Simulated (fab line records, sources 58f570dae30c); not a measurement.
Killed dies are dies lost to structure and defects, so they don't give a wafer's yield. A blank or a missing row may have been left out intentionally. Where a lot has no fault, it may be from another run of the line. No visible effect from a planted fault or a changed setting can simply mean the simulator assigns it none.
The tool behind it: which one?    flow berkeleyCmos170    7 lots (21 wafers sampled), 1 step of a 331-step route

WHAT EACH GAUGE READ, for each wafer
UCB170_PVT_TW_MEAS_09.
lot   measured      on            PVT_TW
L480  day 7 03:10   filmMetro-01  503.6 505.0 504.8
L484  day 7 19:53   filmMetro-01  508.1 507.0 504.8
L483  day 7 20:41   filmMetro-01  506.6 505.6 507.8
L487  day 8 04:22   filmMetro-02  499.1 502.7 500.2
L489  day 9 05:16   filmMetro-02  505.6 501.8 506.5
L492  day 9 16:16   filmMetro-02  501.9 503.8 505.7
L500  day 11 02:56  filmMetro-02  506.2 504.4 507.6

TOOL THAT RAN EACH LOT (tool first, then ch and the chambers of the sampled wafers, then the start)
The record shows no process step preceding these readings.

THE ANSWER, worked out from the rows above alone
Rule: what is usual is taken from the lots themselves. Put in order of their means at a reading, lots are off if they are a third of the lots or fewer, leave a main group of 4 or more, and stand apart from it by a gap of 3 or more times the standard deviation of the main group's means; of several such gaps the widest counts. If all means in a main group match to the digits the tables above print for the reading, that group is not used. A lot without any number at a reading at which 4 lots or more have one is off too. Where the step has rows for the other lots, those lots are counted as sound.
Nothing can be told from this: no lot is off at any reading shown.

WHAT HAD BEEN PUT IN BY THE SIMULATOR
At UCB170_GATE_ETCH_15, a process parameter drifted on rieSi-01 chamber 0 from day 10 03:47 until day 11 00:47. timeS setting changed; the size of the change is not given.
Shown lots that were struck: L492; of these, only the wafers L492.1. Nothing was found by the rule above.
